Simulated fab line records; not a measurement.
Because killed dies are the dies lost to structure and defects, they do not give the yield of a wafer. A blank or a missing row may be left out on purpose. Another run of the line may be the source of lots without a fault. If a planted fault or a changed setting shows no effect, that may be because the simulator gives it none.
Struck lot and sound lot, side by side + flow ritCmos + 23 steps out of a route of 202
Sound: these wafers, L730.1, L730.4, L730.5. Wafers struck: L740.1, L740.2, L740.5. The cause is given at the end.
For every step that has rows: the tool of each side, followed by ch and its chambers, followed by its first start. Under that, the readings that differ: sound wafers + struck wafers + difference of the means + sigmas: that difference in standard deviations of wafers without a fault.
alike: readings with means less than 2 such deviations apart, plus words and numbers identical on both sides. not compared: withheld readings, readings lacking a value on some wafer, bounds such as >300 that could conceal the same value, and numbers that have no deviation in the record and whose values overlap.
The two part at a step that has a row with sigmas, a row that says differs or no value, or rows on one side only. Non-overlapping numbers with no deviation appear without sigmas and do not part them. A reading that every wafer of one side lacks parts them only if that side has two wafers or more.

first, 5 steps without rows for these wafers: RIT_GATE_WET_ETCH_00 (etches SiO2 in BOE, target depth 56 nm, time 60 s); RIT_GATE_CLEAN_01 (cleans in SC1, time 600 s); RIT_GATE_CLEAN_02 (cleans in dHF, time 30 s); RIT_GATE_CLEAN_03 (cleans in SC2, time 600 s); RIT_GATE_CLEAN_04 (cleans in dHF, time 60 s).
RIT_FOX2_THK_MEAS_91:
  struck on filmMetro-01, day 5 15:27; sound on filmMetro-04, day 3 15:38
  alike: FIELD_OXIDE_LEFT_2_THK
then, 2 steps without rows for these wafers: RIT_GATE_OXIDATION_05 (target thk 3 nm, ox time 270 s); RIT_GATE_ANNEAL_06 (time 600 s).
RIT_GATE_THK_MEAS_07:
  struck on filmMetro-04, day 5 17:37; sound on filmMetro-04, day 3 17:01
  alike: GATE_OXIDE_THK
then, 1 step without rows for these wafers: RIT_GATE_CVD_08 (deposits poly-Si from SiH4, target thk 250 nm, time 2220 s).
RIT_GATE_THK_MEAS_09:
  struck on filmMetro-01, day 5 19:17; sound on filmMetro-04, day 3 18:42
  alike: GATE_POLY_THK
then, 1 step without rows for these wafers: RIT_GATE_HMDS_10 (prime time 60 s).
RIT_GATE_COAT_11: resist thk 850 nm.
  sound on lithoTrack-04 ch 0, day 3 18:55; struck on lithoTrack-03 ch 0, day 5 19:45
| reading                                  | sound             | struck          | difference | sigmas |
|------------------------------------------|-------------------|-----------------|------------|--------|
| model.NOVOLAK_of_GATE_COAT_11.thkNm (nm) | 848.9 851.2 853.1 | 833 832.6 835.1 | -18        |        |
then, 4 steps without rows for these wafers: RIT_GATE_SOFTBAKE_12 (time 60 s); RIT_GATE_EXPOSE_13 (exposes mask M6, target cd 150 nm); RIT_GATE_PEB_14; RIT_GATE_DEVELOP_15 (develop time 50 s).
RIT_GATE_CD_MEAS_16 targets a cd of 150 nm.
  struck on cdSem-02, day 5 20:27; sound on cdSem-02, day 3 19:37
| reading   | sound             | struck            | difference | sigmas |
|-----------|-------------------|-------------------|------------|--------|
| cdNm (nm) | 149.6 153.3 150.9 | 142.7 147.5 143.6 | -6.7       | -3     |
RIT_GATE_OVL_MEAS_17:
  struck on overlay-02, day 5 20:34; sound on overlay-02, day 3 19:44
  alike: GATE_OVL
then, 1 step without rows for these wafers: RIT_GATE_HARDBAKE_18 (time 60 s).
RIT_GATE_ETCH_19: etches poly-Si in SF6/CHF3/O2, stops on SiO2, time 165 s, target depth 312.5 nm.
  sound on rieSi-01 ch 0,1,2, day 3 19:55; struck on rieSi-01 ch 1,3, day 5 20:46
| reading                                  | sound             | struck            | difference | sigmas |
|------------------------------------------|-------------------|-------------------|------------|--------|
| model.NOVOLAK_of_GATE_COAT_11.thkNm (nm) | 668.8 671.1 673.7 | 655.4 651.8 653.8 | -17.5      |        |
  alike: drypumpMotorCurrentA, oesProductAu, throttleValvePct
  not compared: rfHoursCounterH
RIT_GATE_STRIP_20: strips in O2, time 180 s.
  sound on plasmaAsher-04 ch 0, day 3 20:02; struck on plasmaAsher-03 ch 0,1, day 5 20:57
| reading                  | sound       | struck      | difference | sigmas |
|--------------------------|-------------|-------------|------------|--------|
| drypumpMotorCurrentA (A) | 6.6 6.5 6.6 | 5.7 5.7 5.7 | -0.9       | -2     |
  not compared: rfHoursCounterH
RIT_M1_PROBE_99:
  struck on prober-02, day 6 17:02; sound on prober-02, day 4 15:41
  alike: killedAtContacts, killedAtFrontEnd, killedDies, killedOpen, killedShort

WHERE THEY PART
At RIT_GATE_CD_MEAS_16 first; at RIT_GATE_STRIP_20 last (within this record only). Later steps at which nothing parts them and some readings are alike: RIT_M1_PROBE_99.

WHY: what the simulator had put in
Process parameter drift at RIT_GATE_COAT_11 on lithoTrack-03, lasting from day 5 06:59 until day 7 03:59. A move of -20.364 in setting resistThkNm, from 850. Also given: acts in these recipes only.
